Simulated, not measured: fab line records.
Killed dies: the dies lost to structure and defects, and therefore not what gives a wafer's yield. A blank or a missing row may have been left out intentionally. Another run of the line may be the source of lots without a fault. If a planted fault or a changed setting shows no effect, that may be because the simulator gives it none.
Struck lot and sound lot, side by side    flow berkeley_cmos170    14 out of 331 route steps
Sound: the wafers L480.1, L480.2, L480.3. Struck: wafers L489.2, L489.3, L489.5. At the end, the cause is stated.
For every step that has rows: the tool of each side, followed by ch and its chambers, followed by its first start. Under that, the readings that differ: sound wafers    struck wafers    difference of the means    sigmas: that difference in standard deviations of wafers without a fault.
alike: same words and numbers on both sides, and readings whose means sit less than 2 such deviations apart. not compared: any withheld reading, any reading some wafer has no value for, any bound like >300 that may hide the same value, and any number with overlapping values for which the record gives no deviation.
Wherever a step has rows on one side only, a row that says differs or no value, or a row with sigmas, the two part there. Numbers that have no deviation but don't overlap get no sigmas and don't part them. A reading that every wafer of one side lacks parts them only if that side has two wafers or more.

UCB170_M2_METAL_ETCH_18: etches Al in Cl2/BCl3, stops on SiO2, target depth 1170 nm, time 195 s.
  sound on rie_metal-02 ch 0,1, day 9 19:01; struck on rie_metal-02 ch 0,1, day 11 10:07
  alike: drypump_motor_current_A, oes_product_au, throttle_valve_pct
  not compared: rf_hours_counter_h
UCB170_M2_STRIP_19: strips in O2.
  sound on plasma_asher-02 ch 0,1, day 9 19:12; struck on plasma_asher-01 ch 1, day 11 10:19
  alike: drypump_motor_current_A, oes_product_au
  not compared: rf_hours_counter_h
UCB170_M2_CD_MEAS_90: the cd target is 700 nm.
  sound on cd_sem-01, day 9 19:18; struck on cd_sem-01, day 11 10:26
  alike: cd_nm
UCB170_V2_CVD_00: deposits SiO2 from TEOS/O2, target thk 2000 nm, time 250 s.
  sound on pecvd-01 ch 0,1, day 9 19:25; struck on pecvd-01 ch 1,2, day 11 10:32
  alike: heater_power_w, susceptor_temp_C
UCB170_V2_THK_MEAS_01:
  sound on film_metro-04, day 9 19:39; struck on film_metro-03, day 11 10:41
  alike: V2_TEOS_THK
UCB170_V2_CMP_02: polishes SiO2.
  sound on cmp-02 ch 0,1,2, day 9 19:43; struck on cmp-01 ch 0,1,2, day 11 10:47
  alike: head_pressure_psi, motor_current_A, retaining_ring_pressure_frac
UCB170_V2_BOW_MEAS_03:
  sound on film_metro-03, day 9 20:01; struck on film_metro-03, day 11 11:04
  alike: V2_BOW
UCB170_V2_THK_MEAS_04:
  sound on film_metro-03, day 9 20:08; struck on film_metro-03, day 11 11:10
  alike: V2_POLISHED_THK
then, 4 steps without rows for these wafers: UCB170_V2_CLEAN_05 (cleans in DIW); UCB170_V2_HMDS_06 (prime time 60 s); UCB170_V2_COAT_07 (resist thk 900 nm); UCB170_V2_SOFTBAKE_08 (time 60 s).
UCB170_V2_EXPOSE_09: exposes mask VIA2, target cd 700 nm.
  sound on krf_scanner-02 ch 0, day 9 20:50; struck on krf_scanner-02, day 11 12:06
  no value came back on the struck wafers for exposure_dose_mJ_cm2, focus_offset_nm (nm); on the sound wafers exposure_dose_mJ_cm2 reads 37.07 37.02 37.05
  alike: mask
after that, 1 step had no rows for these wafers: UCB170_V2_PEB_10.

WHERE THEY PART
UCB170_V2_EXPOSE_09 only, going by this record.

WHY: what had been put in by the simulator
Entire step skipped (krf_scanner-02, UCB170_V2_EXPOSE_09), from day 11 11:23 onward. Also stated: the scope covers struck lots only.
